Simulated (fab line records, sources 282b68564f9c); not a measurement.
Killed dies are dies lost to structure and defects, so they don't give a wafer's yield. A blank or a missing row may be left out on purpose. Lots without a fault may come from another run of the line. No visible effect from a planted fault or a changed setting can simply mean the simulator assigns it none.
Struck lot and sound lot, side by side -- flow ritCmos -- 18 steps out of a route of 202
Sound: these wafers, L264.2, L264.3, L264.6. Struck: wafers L274.1, L274.4, L274.5. The cause is given at the end.
Order at every step that has rows: each side's tool, ch and its chambers, its first start. Under that, the readings that differ: sound wafers -- struck wafers -- difference of the means -- sigmas: that difference in standard deviations of wafers without a fault.
alike: words and numbers the same on both sides, and readings whose means are apart by under 2 such deviations; not compared: readings that were withheld, readings missing a value for some wafer, numbers with overlapping values and no deviation given by the record, and bounds like >300 which may hide the same value.
A row with sigmas, a row that says differs or no value, or rows on one side alone: a step with any of these is where the two part. When numbers do not overlap yet have no deviation, they are printed without sigmas and do not part them. A reading that every wafer of one side lacks parts them only if that side has two wafers or more.

first, 2 steps without rows for these wafers: RIT_NWELL_HARDBAKE_07 (time 120 s); RIT_NWELL_IMPLANT_08.
RIT_NWELL_STRIP_09: strips in O2, time 180 s.
  sound on plasmaAsher-02 ch 0,1, day 2 07:26; struck on plasmaAsher-03 ch 0,1, day 4 09:25
  alike: drypumpMotorCurrentA
  not compared: rfHoursCounterH
RIT_NWELL_TW_MEAS_10:
  struck on filmMetro-03, day 4 09:35; sound on filmMetro-03, day 2 07:37
reading,sound,struck,difference,sigmas
NWELL_TW,2171 2175 2162,2136 2129 2128,-38,-2
then, 6 steps without rows for these wafers: RIT_PWELL_HMDS_00 (prime time 60 s); RIT_PWELL_COAT_01 (resist thk 1300 nm); RIT_PWELL_SOFTBAKE_02 (time 60 s); RIT_PWELL_EXPOSE_03 (exposes mask M3, target cd 43700 nm); RIT_PWELL_PEB_04; RIT_PWELL_DEVELOP_05 (develop time 68 s).
RIT_PWELL_OVL_MEAS_06:
  struck on overlay-01, day 4 10:32; sound on overlay-02, day 2 08:41
  alike: PWELL_OVL
then, 1 step without rows for these wafers: RIT_PWELL_HARDBAKE_07 (time 120 s).
RIT_PWELL_IMPLANT_08:
  sound on implanter-01 ch 0, day 2 08:59; struck on implanter-02 ch 0, day 4 10:49
reading,sound,struck,difference,sigmas
beamEnergyKeV,170.07 170.10 170.12,118.95 118.96 118.99,-51.13,-99 or more
model.implant.rpNm (nm),483.3 483.3 483.3,351 351 351,-132,
model.implant.drpNm (nm),102.9 102.9 102.9,89.77 89.77 89.77,-13.13,
  alike: doseIonsCm2
RIT_PWELL_STRIP_09: strips in O2, time 180 s.
  sound on plasmaAsher-01 ch 1, day 2 09:07; struck on plasmaAsher-03 ch 0,1, day 4 10:58
reading,sound,struck,difference,sigmas
drypumpMotorCurrentA (A),5.26 5.25 5.25,5.38 5.97 5.96,+0.52,+2
  not compared: rfHoursCounterH
RIT_PWELL_TW_MEAS_10:
  struck on filmMetro-02, day 4 11:26; sound on filmMetro-04, day 2 09:17
reading,sound,struck,difference,sigmas
PWELL_TW,960 949 948,914 911 912,-40,-5
  not compared: hold
RIT_WELLDRIVE_RS_MEAS_01: measurement is done with a four-point probe.
  struck on filmMetro-03, day 5 06:54; sound on filmMetro-04, day 2 14:27
  alike: NWELL_RS
RIT_WELLDRIVE_RS_MEAS_02: measurement is done with a four-point probe.
  struck on filmMetro-03, day 5 07:18; sound on filmMetro-04, day 2 14:34
reading,sound,struck,difference,sigmas
PWELL_RS (ohm/sq),428.2 429.7 428.7,443.4 443.3 442.8,+14.3,+12
  not compared: hold
RIT_M1_PROBE_99:
  struck on prober-02, day 6 16:33; sound on prober-02, day 3 19:43
  alike: killedAtContacts, killedAtFrontEnd, killedDies, killedOnRim, killedOpen, killedShort

WHERE THEY PART
Earliest at RIT_NWELL_TW_MEAS_10; latest, in this record, at RIT_WELLDRIVE_RS_MEAS_02. Later steps at which nothing parts them and some readings are alike: RIT_M1_PROBE_99.

WHY: what the simulator had put in
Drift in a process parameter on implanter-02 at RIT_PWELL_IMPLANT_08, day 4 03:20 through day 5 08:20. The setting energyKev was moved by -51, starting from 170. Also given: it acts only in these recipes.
